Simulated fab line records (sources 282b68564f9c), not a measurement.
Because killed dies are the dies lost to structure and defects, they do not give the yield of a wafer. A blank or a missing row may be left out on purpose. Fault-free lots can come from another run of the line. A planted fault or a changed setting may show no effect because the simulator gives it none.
fab line records :: flow ritCmos
[record]
  lots = 14
  wafers = 42
  lastDay = 7
route steps=202 shown SILICIDE@162
lots that met no fault: taken from a fault-free run of the same line
startH: hours from the record's first day to the start of the lot's first wafer shown :: waitH: hours since the lot's step before :: " same as the row above :: L1.1+2: a row that stands for several wafers :: - no value, or no start given :: * or withheld: withheld :: < > ~ a bound
route shown NAME@n: a module of which the file shows steps, and the number in the route of the first :: usual: the fault-free wafers' mean and standard deviation :: same: alike in all rows :: chamber/n: place in a boat :: sites: each site's reading :: _std_site: the values' standard deviation :: _edge_site: outer sites' mean less inner sites' :: radiusMm: for every site, how far away it sits from the centre of the wafer :: mask NAME#n: copy n :: behind: the tool/chamber that last shaped the wafer :: hold: why the lot went on hold/how many hours it stayed there/how the hold came to an end :: device: the n, p or np transistor that did not switch :: end of line: the tests these same wafers got at the end of their route :: for a step that has no rows: nothing shown but its recipe :: killed: dies lost to structure and defects at the first sort, not the wafer's yield :: map: the dies of a wafer, with x for killed, . for not killed, _ for no die there
set.NAME: the setting as run; set.NAME@STEP: as run at that earlier step :: model.NAME: the simulator's own value behind a step, which no gauge read
the route's steps for a sample of lots (tables are steps, rows are wafers)
services: a tool's chamber out of use, with start hour (startH, from the record's first day; less than 0 if before it), hours out, and reason
[[steps]]
[step RIT_SILICIDE_SPUTTER_01]
[recipe]
  material = Ti
  targetThkNm = 30
  powerW = 350
  chamberPressurePa = 0.667
  gas = Ar
  timeS = 240
  substrateTempC = 25
[usual]
  chamberPressurePa = 0.6669/0.0014
  substrateTempC = 25.00/0.1
  throttleValvePct = 30.2/0.96
lot.wafer: L166.2
tool: pvdSputter-02
chamber: -
startH: 56.21
waitH: 0.0
chamberPressurePa: 0.6664
substrateTempC: 24.99
throttleValvePct: 30.2

lot.wafer: L166.3
tool: pvdSputter-02
chamber: -
startH: 56.21
waitH: 0.0
chamberPressurePa: 0.6683
substrateTempC: 25.09
throttleValvePct: 29.0

lot.wafer: L166.6
tool: pvdSputter-02
chamber: -
startH: 56.21
waitH: 0.0
chamberPressurePa: 0.6687
substrateTempC: 25.09
throttleValvePct: 31.9

lot.wafer: L167.3
tool: pvdSputter-01
chamber: -
startH: 62.04
waitH: 0.0
chamberPressurePa: 0.6634
substrateTempC: 25.09
throttleValvePct: 29.9

lot.wafer: L167.4
tool: pvdSputter-01
chamber: -
startH: 62.04
waitH: 0.0
chamberPressurePa: 0.6669
substrateTempC: 24.98
throttleValvePct: 30.0

lot.wafer: L167.5
tool: pvdSputter-01
chamber: -
startH: 62.04
waitH: 0.0
chamberPressurePa: 0.6677
substrateTempC: 24.98
throttleValvePct: 30.9

lot.wafer: L168.1
tool: pvdSputter-03
chamber: -
startH: 69.62
waitH: 0.0
chamberPressurePa: 0.6670
substrateTempC: 24.97
throttleValvePct: 30.7

lot.wafer: L168.3
tool: pvdSputter-03
chamber: -
startH: 69.62
waitH: 0.0
chamberPressurePa: 0.6675
substrateTempC: 25.13
throttleValvePct: 30.2

lot.wafer: L168.4
tool: pvdSputter-03
chamber: -
startH: 69.62
waitH: 0.0
chamberPressurePa: 0.6666
substrateTempC: 25.01
throttleValvePct: 30.0

lot.wafer: L169.2
tool: pvdSputter-01
chamber: -
startH: 74.35
waitH: 0.0
chamberPressurePa: 0.6665
substrateTempC: 25.03
throttleValvePct: 31.4

lot.wafer: L169.3
tool: pvdSputter-01
chamber: -
startH: 74.35
waitH: 0.0
chamberPressurePa: 0.6689
substrateTempC: 25.06
throttleValvePct: 30.8

lot.wafer: L169.4
tool: pvdSputter-01
chamber: -
startH: 74.35
waitH: 0.0
chamberPressurePa: 0.6670
substrateTempC: 25.07
throttleValvePct: 29.9

lot.wafer: L170.1
tool: pvdSputter-02
chamber: -
startH: 79.13
waitH: 0.0
chamberPressurePa: 0.6665
substrateTempC: 25.05
throttleValvePct: 30.6

lot.wafer: L170.3
tool: pvdSputter-02
chamber: -
startH: 79.13
waitH: 0.0
chamberPressurePa: 0.6690
substrateTempC: 24.93
throttleValvePct: 28.7

lot.wafer: L170.5
tool: pvdSputter-02
chamber: -
startH: 79.13
waitH: 0.0
chamberPressurePa: 0.6672
substrateTempC: 25.19
throttleValvePct: 31.5

lot.wafer: L171.3
tool: pvdSputter-01
chamber: -
startH: 81.11
waitH: 0.0
chamberPressurePa: 0.6658
substrateTempC: 25.03
throttleValvePct: 30.9

lot.wafer: L171.4
tool: pvdSputter-01
chamber: -
startH: 81.11
waitH: 0.0
chamberPressurePa: 0.6656
substrateTempC: 24.97
throttleValvePct: 31.5

lot.wafer: L171.6
tool: pvdSputter-01
chamber: -
startH: 81.11
waitH: 0.0
chamberPressurePa: 0.6661
substrateTempC: 24.93
throttleValvePct: 30.8

lot.wafer: L172.1
tool: pvdSputter-02
chamber: -
startH: 85.07
waitH: 0.0
chamberPressurePa: 0.6661
substrateTempC: 24.77
throttleValvePct: 28.2

lot.wafer: L172.2
tool: pvdSputter-02
chamber: -
startH: 85.07
waitH: 0.0
chamberPressurePa: 0.6667
substrateTempC: 25.06
throttleValvePct: 31.6

lot.wafer: L172.3
tool: pvdSputter-02
chamber: -
startH: 85.07
waitH: 0.0
chamberPressurePa: 0.6655
substrateTempC: 25.02
throttleValvePct: 29.0

lot.wafer: L173.1
tool: pvdSputter-01
chamber: -
startH: 87.02
waitH: 0.0
chamberPressurePa: 0.6670
substrateTempC: 24.89
throttleValvePct: 31.4

lot.wafer: L173.4
tool: pvdSputter-01
chamber: -
startH: 87.02
waitH: 0.0
chamberPressurePa: 0.6661
substrateTempC: 24.89
throttleValvePct: 31.3

lot.wafer: L173.6
tool: pvdSputter-01
chamber: -
startH: 87.02
waitH: 0.0
chamberPressurePa: 0.6664
substrateTempC: 24.99
throttleValvePct: 30.6

lot.wafer: L174.1
tool: pvdSputter-02
chamber: -
startH: 91.72
waitH: 0.0
chamberPressurePa: 0.6663
substrateTempC: 25.06
throttleValvePct: 30.3

lot.wafer: L174.3
tool: pvdSputter-02
chamber: -
startH: 91.72
waitH: 0.0
chamberPressurePa: 0.6664
substrateTempC: 24.88
throttleValvePct: 28.4

lot.wafer: L174.5
tool: pvdSputter-02
chamber: -
startH: 91.72
waitH: 0.0
chamberPressurePa: 0.6664
substrateTempC: 25.00
throttleValvePct: 30.3

lot.wafer: L177.3
tool: pvdSputter-01
chamber: -
startH: 106.69
waitH: 0.0
chamberPressurePa: 0.6652
substrateTempC: 24.97
throttleValvePct: 29.8

lot.wafer: L177.5
tool: pvdSputter-01
chamber: -
startH: 106.69
waitH: 0.0
chamberPressurePa: 0.6643
substrateTempC: 25.09
throttleValvePct: 30.0

lot.wafer: L177.6
tool: pvdSputter-01
chamber: -
startH: 106.69
waitH: 0.0
chamberPressurePa: 0.6647
substrateTempC: 25.06
throttleValvePct: 30.7

lot.wafer: L180.1
tool: pvdSputter-03
chamber: -
startH: 119.12
waitH: 0.0
chamberPressurePa: 0.6659
substrateTempC: 25.12
throttleValvePct: 30.0

lot.wafer: L180.2
tool: pvdSputter-03
chamber: -
startH: 119.12
waitH: 0.0
chamberPressurePa: 0.6689
substrateTempC: 24.96
throttleValvePct: 29.9

lot.wafer: L180.3
tool: pvdSputter-03
chamber: -
startH: 119.12
waitH: 0.0
chamberPressurePa: 0.6652
substrateTempC: 24.99
throttleValvePct: 30.6

lot.wafer: L181.1
tool: pvdSputter-01
chamber: -
startH: 126.91
waitH: 0.0
chamberPressurePa: 0.6693
substrateTempC: 24.87
throttleValvePct: 30.1

lot.wafer: L181.3
tool: pvdSputter-01
chamber: -
startH: 126.91
waitH: 0.0
chamberPressurePa: 0.6671
substrateTempC: 25.02
throttleValvePct: 30.7

lot.wafer: L181.5
tool: pvdSputter-01
chamber: -
startH: 126.91
waitH: 0.0
chamberPressurePa: 0.6670
substrateTempC: 24.89
throttleValvePct: 29.8

lot.wafer: L183.4
tool: pvdSputter-01
chamber: -
startH: 135.92
waitH: 0.0
chamberPressurePa: 0.6647
substrateTempC: 25.10
throttleValvePct: 29.6

lot.wafer: L183.5
tool: pvdSputter-01
chamber: -
startH: 135.92
waitH: 0.0
chamberPressurePa: 0.6671
substrateTempC: 25.02
throttleValvePct: 29.9

lot.wafer: L183.6
tool: pvdSputter-01
chamber: -
startH: 135.92
waitH: 0.0
chamberPressurePa: 0.6678
substrateTempC: 24.96
throttleValvePct: 30.9

lot.wafer: L188.2
tool: pvdSputter-02
chamber: -
startH: 159.82
waitH: 0.0
chamberPressurePa: 0.6658
substrateTempC: 24.95
throttleValvePct: 30.6

lot.wafer: L188.5
tool: pvdSputter-02
chamber: -
startH: 159.82
waitH: 0.0
chamberPressurePa: 0.6666
substrateTempC: 24.98
throttleValvePct: 30.2

lot.wafer: L188.6
tool: pvdSputter-02
chamber: -
startH: 159.82
waitH: 0.0
chamberPressurePa: 0.6635
substrateTempC: 24.89
throttleValvePct: 28.9
[step RIT_SILICIDE_RS_MEAS_02]
[recipe]
  thkMeasGauge = four-point-probe
  reads = Ti_of_SILICIDE_SPUTTER_01
[usual]
  SILICIDE_TI_RS = 47.9/0.79
lot.wafer: L166.2
tool: filmMetro-02
chamber: -
startH: 56.38
waitH: 0.1
SILICIDE_TI_RS[ohm/sq]: 47.2

lot.wafer: L166.3
tool: filmMetro-02
chamber: -
startH: 56.38
waitH: 0.1
SILICIDE_TI_RS[ohm/sq]: 48.5

lot.wafer: L166.6
tool: filmMetro-02
chamber: -
startH: 56.38
waitH: 0.1
SILICIDE_TI_RS[ohm/sq]: 47.7

lot.wafer: L167.3
tool: filmMetro-04
chamber: -
startH: 62.23
waitH: 0.1
SILICIDE_TI_RS[ohm/sq]: 46.4

lot.wafer: L167.4
tool: filmMetro-04
chamber: -
startH: 62.23
waitH: 0.1
SILICIDE_TI_RS[ohm/sq]: 46.9

lot.wafer: L167.5
tool: filmMetro-04
chamber: -
startH: 62.23
waitH: 0.1
SILICIDE_TI_RS[ohm/sq]: 47.0

lot.wafer: L168.1
tool: filmMetro-01
chamber: -
startH: 69.77
waitH: 0.1
SILICIDE_TI_RS[ohm/sq]: 48.9

lot.wafer: L168.3
tool: filmMetro-01
chamber: -
startH: 69.77
waitH: 0.1
SILICIDE_TI_RS[ohm/sq]: 48.4

lot.wafer: L168.4
tool: filmMetro-01
chamber: -
startH: 69.77
waitH: 0.1
SILICIDE_TI_RS[ohm/sq]: 47.5

lot.wafer: L169.2
tool: filmMetro-02
chamber: -
startH: 74.52
waitH: 0.1
SILICIDE_TI_RS[ohm/sq]: 47.6

lot.wafer: L169.3
tool: filmMetro-02
chamber: -
startH: 74.52
waitH: 0.1
SILICIDE_TI_RS[ohm/sq]: 47.0

lot.wafer: L169.4
tool: filmMetro-02
chamber: -
startH: 74.52
waitH: 0.1
SILICIDE_TI_RS[ohm/sq]: 47.2

lot.wafer: L170.1
tool: filmMetro-01
chamber: -
startH: 79.28
waitH: 0.1
SILICIDE_TI_RS[ohm/sq]: 46.9

lot.wafer: L170.3
tool: filmMetro-01
chamber: -
startH: 79.28
waitH: 0.1
SILICIDE_TI_RS[ohm/sq]: 47.8

lot.wafer: L170.5
tool: filmMetro-01
chamber: -
startH: 79.28
waitH: 0.1
SILICIDE_TI_RS[ohm/sq]: 47.6

lot.wafer: L171.3
tool: filmMetro-02
chamber: -
startH: 81.30
waitH: 0.1
SILICIDE_TI_RS[ohm/sq]: 47.4

lot.wafer: L171.4
tool: filmMetro-02
chamber: -
startH: 81.30
waitH: 0.1
SILICIDE_TI_RS[ohm/sq]: 48.8

lot.wafer: L171.6
tool: filmMetro-02
chamber: -
startH: 81.30
waitH: 0.1
SILICIDE_TI_RS[ohm/sq]: 47.8

lot.wafer: L172.1
tool: filmMetro-04
chamber: -
startH: 85.22
waitH: 0.1
SILICIDE_TI_RS[ohm/sq]: 47.6

lot.wafer: L172.2
tool: filmMetro-04
chamber: -
startH: 85.22
waitH: 0.1
SILICIDE_TI_RS[ohm/sq]: 48.3

lot.wafer: L172.3
tool: filmMetro-04
chamber: -
startH: 85.22
waitH: 0.1
SILICIDE_TI_RS[ohm/sq]: 48.8

lot.wafer: L173.1
tool: filmMetro-04
chamber: -
startH: 87.17
waitH: 0.1
SILICIDE_TI_RS[ohm/sq]: 48.4

lot.wafer: L173.4
tool: filmMetro-04
chamber: -
startH: 87.17
waitH: 0.1
SILICIDE_TI_RS[ohm/sq]: 49.8

lot.wafer: L173.6
tool: filmMetro-04
chamber: -
startH: 87.17
waitH: 0.1
SILICIDE_TI_RS[ohm/sq]: 47.9

lot.wafer: L174.1
tool: filmMetro-04
chamber: -
startH: 91.87
waitH: 0.1
SILICIDE_TI_RS[ohm/sq]: 45.7

lot.wafer: L174.3
tool: filmMetro-04
chamber: -
startH: 91.87
waitH: 0.1
SILICIDE_TI_RS[ohm/sq]: 45.7

lot.wafer: L174.5
tool: filmMetro-04
chamber: -
startH: 91.87
waitH: 0.1
SILICIDE_TI_RS[ohm/sq]: 45.9

lot.wafer: L177.3
tool: filmMetro-02
chamber: -
startH: 106.88
waitH: 0.1
SILICIDE_TI_RS[ohm/sq]: 48.2

lot.wafer: L177.5
tool: filmMetro-02
chamber: -
startH: 106.88
waitH: 0.1
SILICIDE_TI_RS[ohm/sq]: 48.7

lot.wafer: L177.6
tool: filmMetro-02
chamber: -
startH: 106.88
waitH: 0.1
SILICIDE_TI_RS[ohm/sq]: 48.4

lot.wafer: L180.1
tool: filmMetro-04
chamber: -
startH: 119.27
waitH: 0.1
SILICIDE_TI_RS[ohm/sq]: 47.9

lot.wafer: L180.2
tool: filmMetro-04
chamber: -
startH: 119.27
waitH: 0.1
SILICIDE_TI_RS[ohm/sq]: 48.1

lot.wafer: L180.3
tool: filmMetro-04
chamber: -
startH: 119.27
waitH: 0.1
SILICIDE_TI_RS[ohm/sq]: 48.4

lot.wafer: L181.1
tool: filmMetro-02
chamber: -
startH: 127.06
waitH: 0.1
SILICIDE_TI_RS[ohm/sq]: 48.6

lot.wafer: L181.3
tool: filmMetro-02
chamber: -
startH: 127.06
waitH: 0.1
SILICIDE_TI_RS[ohm/sq]: 44.9

lot.wafer: L181.5
tool: filmMetro-02
chamber: -
startH: 127.06
waitH: 0.1
SILICIDE_TI_RS[ohm/sq]: 48.3

lot.wafer: L183.4
tool: filmMetro-02
chamber: -
startH: 136.13
waitH: 0.1
SILICIDE_TI_RS[ohm/sq]: 48.1

lot.wafer: L183.5
tool: filmMetro-02
chamber: -
startH: 136.13
waitH: 0.1
SILICIDE_TI_RS[ohm/sq]: 48.3

lot.wafer: L183.6
tool: filmMetro-02
chamber: -
startH: 136.13
waitH: 0.1
SILICIDE_TI_RS[ohm/sq]: 45.1

lot.wafer: L188.2
tool: filmMetro-04
chamber: -
startH: 159.99
waitH: 0.1
SILICIDE_TI_RS[ohm/sq]: 47.5

lot.wafer: L188.5
tool: filmMetro-04
chamber: -
startH: 159.99
waitH: 0.1
SILICIDE_TI_RS[ohm/sq]: 47.9

lot.wafer: L188.6
tool: filmMetro-04
chamber: -
startH: 159.99
waitH: 0.1
SILICIDE_TI_RS[ohm/sq]: 49.0
[step RIT_SILICIDE_THK_MEAS_03]
[recipe]
  thkMeasGauge = xrf
  reads = Ti_of_SILICIDE_SPUTTER_01
[usual]
  SILICIDE_TI_THK = 29.8/0.42
lot.wafer: L166.2
tool: filmMetro-02
chamber: -
startH: 56.49
waitH: 0.1
SILICIDE_TI_THK[nm]: 30.4

lot.wafer: L166.3
tool: filmMetro-02
chamber: -
startH: 56.49
waitH: 0.1
SILICIDE_TI_THK[nm]: 29.9

lot.wafer: L166.6
tool: filmMetro-02
chamber: -
startH: 56.49
waitH: 0.1
SILICIDE_TI_THK[nm]: 30.1

lot.wafer: L167.3
tool: filmMetro-04
chamber: -
startH: 62.33
waitH: 0.1
SILICIDE_TI_THK[nm]: 30.6

lot.wafer: L167.4
tool: filmMetro-04
chamber: -
startH: 62.33
waitH: 0.1
SILICIDE_TI_THK[nm]: 30.2

lot.wafer: L167.5
tool: filmMetro-04
chamber: -
startH: 62.33
waitH: 0.1
SILICIDE_TI_THK[nm]: 30.2

lot.wafer: L168.1
tool: filmMetro-01
chamber: -
startH: 69.89
waitH: 0.1
SILICIDE_TI_THK[nm]: 29.2

lot.wafer: L168.3
tool: filmMetro-01
chamber: -
startH: 69.89
waitH: 0.1
SILICIDE_TI_THK[nm]: 29.4

lot.wafer: L168.4
tool: filmMetro-01
chamber: -
startH: 69.89
waitH: 0.1
SILICIDE_TI_THK[nm]: 30.0

lot.wafer: L169.2
tool: filmMetro-02
chamber: -
startH: 74.63
waitH: 0.1
SILICIDE_TI_THK[nm]: 30.1

lot.wafer: L169.3
tool: filmMetro-02
chamber: -
startH: 74.63
waitH: 0.1
SILICIDE_TI_THK[nm]: 30.5

lot.wafer: L169.4
tool: filmMetro-02
chamber: -
startH: 74.63
waitH: 0.1
SILICIDE_TI_THK[nm]: 30.4

lot.wafer: L170.1
tool: filmMetro-01
chamber: -
startH: 79.40
waitH: 0.1
SILICIDE_TI_THK[nm]: 30.2

lot.wafer: L170.3
tool: filmMetro-01
chamber: -
startH: 79.40
waitH: 0.1
SILICIDE_TI_THK[nm]: 29.8

lot.wafer: L170.5
tool: filmMetro-01
chamber: -
startH: 79.40
waitH: 0.1
SILICIDE_TI_THK[nm]: 30.0

lot.wafer: L171.3
tool: filmMetro-02
chamber: -
startH: 81.40
waitH: 0.1
SILICIDE_TI_THK[nm]: 30.4

lot.wafer: L171.4
tool: filmMetro-02
chamber: -
startH: 81.40
waitH: 0.1
SILICIDE_TI_THK[nm]: 29.7

lot.wafer: L171.6
tool: filmMetro-02
chamber: -
startH: 81.40
waitH: 0.1
SILICIDE_TI_THK[nm]: 30.2

lot.wafer: L172.1
tool: filmMetro-04
chamber: -
startH: 85.34
waitH: 0.1
SILICIDE_TI_THK[nm]: 30.0

lot.wafer: L172.2
tool: filmMetro-04
chamber: -
startH: 85.34
waitH: 0.1
SILICIDE_TI_THK[nm]: 29.7

lot.wafer: L172.3
tool: filmMetro-04
chamber: -
startH: 85.34
waitH: 0.1
SILICIDE_TI_THK[nm]: 29.4

lot.wafer: L173.1
tool: filmMetro-04
chamber: -
startH: 87.29
waitH: 0.1
SILICIDE_TI_THK[nm]: 29.6

lot.wafer: L173.4
tool: filmMetro-04
chamber: -
startH: 87.29
waitH: 0.1
SILICIDE_TI_THK[nm]: 28.9

lot.wafer: L173.6
tool: filmMetro-04
chamber: -
startH: 87.29
waitH: 0.1
SILICIDE_TI_THK[nm]: 29.7

lot.wafer: L174.1
tool: filmMetro-04
chamber: -
startH: 91.99
waitH: 0.1
SILICIDE_TI_THK[nm]: 31.0

lot.wafer: L174.3
tool: filmMetro-04
chamber: -
startH: 91.99
waitH: 0.1
SILICIDE_TI_THK[nm]: 30.8

lot.wafer: L174.5
tool: filmMetro-04
chamber: -
startH: 91.99
waitH: 0.1
SILICIDE_TI_THK[nm]: 30.8

lot.wafer: L177.3
tool: filmMetro-02
chamber: -
startH: 106.98
waitH: 0.1
SILICIDE_TI_THK[nm]: 29.8

lot.wafer: L177.5
tool: filmMetro-02
chamber: -
startH: 106.98
waitH: 0.1
SILICIDE_TI_THK[nm]: 29.6

lot.wafer: L177.6
tool: filmMetro-02
chamber: -
startH: 106.98
waitH: 0.1
SILICIDE_TI_THK[nm]: 29.8

lot.wafer: L180.1
tool: filmMetro-04
chamber: -
startH: 119.39
waitH: 0.1
SILICIDE_TI_THK[nm]: 29.6

lot.wafer: L180.2
tool: filmMetro-04
chamber: -
startH: 119.39
waitH: 0.1
SILICIDE_TI_THK[nm]: 29.5

lot.wafer: L180.3
tool: filmMetro-04
chamber: -
startH: 119.39
waitH: 0.1
SILICIDE_TI_THK[nm]: 29.2

lot.wafer: L181.1
tool: filmMetro-02
chamber: -
startH: 127.18
waitH: 0.1
SILICIDE_TI_THK[nm]: 29.6

lot.wafer: L181.3
tool: filmMetro-02
chamber: -
startH: 127.18
waitH: 0.1
SILICIDE_TI_THK[nm]: 31.7

lot.wafer: L181.5
tool: filmMetro-02
chamber: -
startH: 127.18
waitH: 0.1
SILICIDE_TI_THK[nm]: 29.9

lot.wafer: L183.4
tool: filmMetro-02
chamber: -
startH: 136.22
waitH: 0.1
SILICIDE_TI_THK[nm]: 30.0

lot.wafer: L183.5
tool: filmMetro-02
chamber: -
startH: 136.22
waitH: 0.1
SILICIDE_TI_THK[nm]: 29.9

lot.wafer: L183.6
tool: filmMetro-02
chamber: -
startH: 136.22
waitH: 0.1
SILICIDE_TI_THK[nm]: 31.5

lot.wafer: L188.2
tool: filmMetro-04
chamber: -
startH: 160.10
waitH: 0.1
SILICIDE_TI_THK[nm]: 29.8

lot.wafer: L188.5
tool: filmMetro-04
chamber: -
startH: 160.10
waitH: 0.1
SILICIDE_TI_THK[nm]: 29.7

lot.wafer: L188.6
tool: filmMetro-04
chamber: -
startH: 160.10
waitH: 0.1
SILICIDE_TI_THK[nm]: 29.1
[[services]]
tool: pvdSputter-02
chamber: -
startH: 60.30
hours: 2.8
kind: repair

tool: pvdSputter-02
chamber: -
startH: 73.40
hours: 5.4
kind: repair
[[key]]
[firstSign]
  step = RIT_SILICIDE_RS_MEAS_02
  reading = SILICIDE_TI_RS
  direction = down
  sigmas = 3.8
  usual = 47.9
  struck = 45.0
[effect]
  step = RIT_SILICIDE_THK_MEAS_03
  reading = SILICIDE_TI_THK
  direction = up
  sigmas = 4.2
  usual = 29.8
  struck = 31.6
metAt RIT_SILICIDE_SPUTTER_01
struckLots L181,L183
struckWafers L181.3,L183.6
testerLeftOut L181,L183
onsetBetween 106.69 126.91
[fault]
  kind = processParameterDrift
  tool = pvdSputter-01
  chamber = -
  onsetH = 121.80
  steps = RIT_SILICIDE_SPUTTER_01
  channel = targetThkNm
  offset = 1.7168
  shape = step
  endH = 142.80
  stated = 30
  scope = struckWafersOnly
// testerLeftOut: of these lots the tester's yield and bins aren't shown, on N5 and GAA mostly nor the transistor test; their killed dies are dies lost to structure and defects alone, not to doping, threshold or leakage, so they don't give the yield
